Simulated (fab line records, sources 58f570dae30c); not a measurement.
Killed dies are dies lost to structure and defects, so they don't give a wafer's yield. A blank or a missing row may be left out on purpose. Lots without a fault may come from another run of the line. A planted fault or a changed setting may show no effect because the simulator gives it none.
Tool commonality check | flow berkeley_cmos170 | 16 lots, 48 wafers sampled

WHY IT WAS OPENED
At UCB170_CONTACT_OVL_MEAS_16 the reading CONTACT_OVL is flagged on 4 of 16 lots. Wafers without a fault read -2 nm, standard deviation 7.2.
Rule: a lot is flagged when every wafer of it that has a number lies more than 4 standard deviations from that mean, or none has a number. The other lots count as sound.

lot  | measured     | on         | CONTACT_OVL (nm), wafer by wafer | flag
L239 | day 7 22:41  | overlay-02 | 11 10 0                          |
L241 | day 7 23:26  | overlay-02 | 8 10 9                           |
L242 | day 8 00:45  | overlay-01 | 1 -4 2                           |
L240 | day 8 03:32  | overlay-02 | -5 0 4                           |
L243 | day 8 03:56  | overlay-01 | 6 11 16                          |
L246 | day 9 02:50  | overlay-01 | 5 -9 -1                          |
L245 | day 9 03:19  | overlay-02 | 256 255 255                      | FLAGGED
L244 | day 9 05:18  | overlay-01 | 260 266 260                      | FLAGGED
L247 | day 9 13:02  | overlay-01 | 249 269 261                      | FLAGGED
L248 | day 9 13:55  | overlay-01 | -12 -3 -6                        |
L250 | day 10 01:25 | overlay-02 | 259 262 255                      | FLAGGED
L256 | day 11 11:37 | overlay-01 | 3 -1 -5                          |
L257 | day 11 11:58 | overlay-01 | -4 -21 -7                        |
L259 | day 11 18:37 | overlay-02 | -7 -16 -10                       |
L261 | day 12 10:18 | overlay-02 | -1 -11 0                         |
L260 | day 12 11:14 | overlay-01 | -13 -16 -10                      |
The numbers of the flagged lots are 259 nm on average: +261 nm against the usual, or +36 standard deviations.

WHICH TOOL RAN EACH LOT
The record holds 2 process steps before the reading, out of a route of 331 steps. In each cell: the tool, then ch and the chambers that the sampled wafers went through, then the start.
lot  | flag    | UCB170_GATE_ETCH_14                | UCB170_CONTACT_EXPOSE_12
L239 |         | rie_diel-01 ch 2,3, day 7 00:42    | krf_scanner-01 ch 0, day 7 22:05
L241 |         | rie_diel-03 ch 0,2,3, day 7 00:22  | krf_scanner-01 ch 0, day 7 22:56
L242 |         | rie_diel-02 ch 1,2, day 7 06:45    | krf_scanner-02 ch 0, day 8 00:14
L240 |         | rie_diel-02 ch 0,1,2, day 7 07:05  | krf_scanner-02 ch 0, day 8 03:02
L243 |         | rie_diel-03 ch 0,2,3, day 7 07:01  | krf_scanner-01 ch 0, day 8 03:16
L246 |         | rie_diel-01 ch 2,3, day 8 04:23    | krf_scanner-02 ch 0, day 9 02:20
L245 | FLAGGED | rie_diel-01 ch 1,2,3, day 8 04:50  | krf_scanner-01 ch 0, day 9 02:49
L244 | FLAGGED | rie_diel-02 ch 0,2, day 8 04:35    | krf_scanner-01 ch 0, day 9 04:37
L247 | FLAGGED | rie_diel-02 ch 0,1,2, day 8 15:53  | krf_scanner-01 ch 0, day 9 12:32
L248 |         | rie_diel-03 ch 0,2,3, day 8 16:10  | krf_scanner-02 ch 0, day 9 13:12
L250 | FLAGGED | rie_diel-02 ch 0,3, day 9 05:34    | krf_scanner-01 ch 0, day 10 00:55
L256 |         | rie_diel-03 ch 2,3, day 10 13:43   | krf_scanner-02 ch 0, day 11 11:03
L257 |         | rie_diel-03 ch 0,1,3, day 10 13:58 | krf_scanner-02 ch 0, day 11 11:13
L259 |         | rie_diel-03 ch 0,1,3, day 10 22:12 | krf_scanner-02 ch 0, day 11 18:06
L261 |         | rie_diel-02 ch 0,2,3, day 11 12:32 | krf_scanner-02 ch 0, day 12 09:48
L260 |         | rie_diel-01 ch 0,1,2, day 11 12:19 | krf_scanner-02 ch 0, day 12 10:43
What these steps do:
- UCB170_GATE_ETCH_14: etches BARC in N2/H2.
- UCB170_CONTACT_EXPOSE_12: exposes mask CONT, target cd 700 nm.
- UCB170_CONTACT_OVL_MEAS_16

FLAGGED OVER TOTAL, TOOL BY TOOL (the gauges that took the reading come last)
step                       | tool           | lots run | flagged | share of the flagged lots | sound lots run after its first flagged lot
UCB170_GATE_ETCH_14        | rie_diel-01    | 4        | 1       | some                      | 1 (L260)
UCB170_GATE_ETCH_14        | rie_diel-02    | 6        | 3       | some                      | 1 (L261)
UCB170_GATE_ETCH_14        | rie_diel-03    | 6        | 0       | none                      | -
UCB170_CONTACT_EXPOSE_12   | krf_scanner-01 | 7        | 4       | all                       | 0
UCB170_CONTACT_EXPOSE_12   | krf_scanner-02 | 9        | 0       | none                      | -
UCB170_CONTACT_OVL_MEAS_16 | overlay-01     | 9        | 2       | some                      | 4 (L248,L256,L257,L260)
UCB170_CONTACT_OVL_MEAS_16 | overlay-02     | 7        | 2       | some                      | 2 (L259,L261)

WHAT THE TABLE ALLOWS
1 row of the table ran every flagged lot: krf_scanner-01 at UCB170_CONTACT_EXPOSE_12.
- krf_scanner-01 at UCB170_CONTACT_EXPOSE_12: 4 of its 7 lots flagged. Its last sound lot is L243 (day 8 03:16), its first flagged lot L245 (day 9 02:49): a fault that began between those two fits.
One tool is left: krf_scanner-01 at UCB170_CONTACT_EXPOSE_12.

WHAT THE SIMULATOR HAD PUT IN
Scanner matching overlay: krf_scanner-01, from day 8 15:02 on, at UCB170_CONTACT_EXPOSE_12. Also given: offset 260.
Lots struck among those shown: L245, L244, L247, L250. The rule above found the same.
